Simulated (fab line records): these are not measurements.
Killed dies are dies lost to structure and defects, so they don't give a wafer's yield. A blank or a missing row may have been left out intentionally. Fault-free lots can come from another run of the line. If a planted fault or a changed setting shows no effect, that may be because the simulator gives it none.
What tool caused it? || flow berkeleyCmos170 || 6 lots, 18 wafers sampled, at 3 steps of a route of 331

WHAT EACH GAUGE READ, for each wafer
UCB170_M2_RS_MEAS_02: a four-point-probe measurement.
{"lot": "L505", "measured": "day 8 18:49", "on": "filmMetro-01", "M2_AL_RS (ohm/sq)": "0.0322 0.0324 0.0325"}
{"lot": "L510", "measured": "day 9 19:10", "on": "filmMetro-01", "M2_AL_RS (ohm/sq)": "0.0419 0.0407 0.0411"}
{"lot": "L514", "measured": "day 10 19:53", "on": "filmMetro-03", "M2_AL_RS (ohm/sq)": "0.0320 0.0318 0.0317"}
{"lot": "L517", "measured": "day 11 20:26", "on": "filmMetro-03", "M2_AL_RS (ohm/sq)": "0.0320 0.0323 0.0320"}
{"lot": "L523", "measured": "day 12 08:40", "on": "filmMetro-01", "M2_AL_RS (ohm/sq)": "0.0321 0.0317 0.0319"}
{"lot": "L525", "measured": "day 12 19:59", "on": "filmMetro-02", "M2_AL_RS (ohm/sq)": "0.0320 0.0321 0.0324"}

WHICH TOOL RAN EACH LOT (tool, then ch and the chambers of the sampled wafers, then the start)
{"lot": "L505", "UCB170_ZERO_STRIP_07": "plasmaAsher-01 ch 0,1, day 2 03:27", "UCB170_M2_SPUTTER_01": "pvdSputter-04, day 8 18:41"}
{"lot": "L510", "UCB170_ZERO_STRIP_07": "plasmaAsher-01 ch 0,1, day 3 05:39", "UCB170_M2_SPUTTER_01": "pvdSputter-03, day 9 19:05"}
{"lot": "L514", "UCB170_ZERO_STRIP_07": "plasmaAsher-03 ch 0,1, day 3 21:05", "UCB170_M2_SPUTTER_01": "pvdSputter-04, day 10 19:47"}
{"lot": "L517", "UCB170_ZERO_STRIP_07": "plasmaAsher-03 ch 0,1, day 4 18:04", "UCB170_M2_SPUTTER_01": "pvdSputter-02, day 11 20:20"}
{"lot": "L523", "UCB170_ZERO_STRIP_07": "plasmaAsher-02 ch 0, day 5 18:49", "UCB170_M2_SPUTTER_01": "pvdSputter-02, day 12 08:34"}
{"lot": "L525", "UCB170_ZERO_STRIP_07": "plasmaAsher-01 ch 0,1, day 6 10:24", "UCB170_M2_SPUTTER_01": "pvdSputter-02, day 12 19:54"}
- UCB170_ZERO_STRIP_07: strips in O2.
- UCB170_M2_SPUTTER_01: material Al, target thk 900 nm, time 120 s.

THE ANSWER, worked out from the rows above alone
Rule: what is usual is taken from the lots themselves. Put in order of their means at a reading, lots are off if they are a third of the lots or fewer, leave a main group of 4 or more, and stand apart from it by a gap of 3 or more times the standard deviation of the main group's means; of several such gaps the widest counts. A main group whose means are all the same, to the digits that the tables above print for the reading, isn't used. A lot without any number at a reading at which 4 lots or more have one is off too. The other lots that the step has rows for count as sound.
Off: L510, at UCB170_M2_RS_MEAS_02 (M2_AL_RS). Mean 0.0321 ohm/sq and standard deviation 0.00019 in the main group.
A tool fits if, at a process step before that reading, it ran every lot that is off, and no sound lot after the first of them. Those tools and the gauges at UCB170_M2_RS_MEAS_02 are tried in the same way. One fits: UCB170_M2_SPUTTER_01 on pvdSputter-03. It ran no sound lot before its first lot that is off in this sample, so the start can't be narrowed down.

WHAT WAS PUT IN BY THE SIMULATOR
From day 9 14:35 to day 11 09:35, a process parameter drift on pvdSputter-03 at UCB170_M2_SPUTTER_01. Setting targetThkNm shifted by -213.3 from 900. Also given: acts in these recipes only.
Shown lots that were struck: L510. The rule given above showed the same thing.
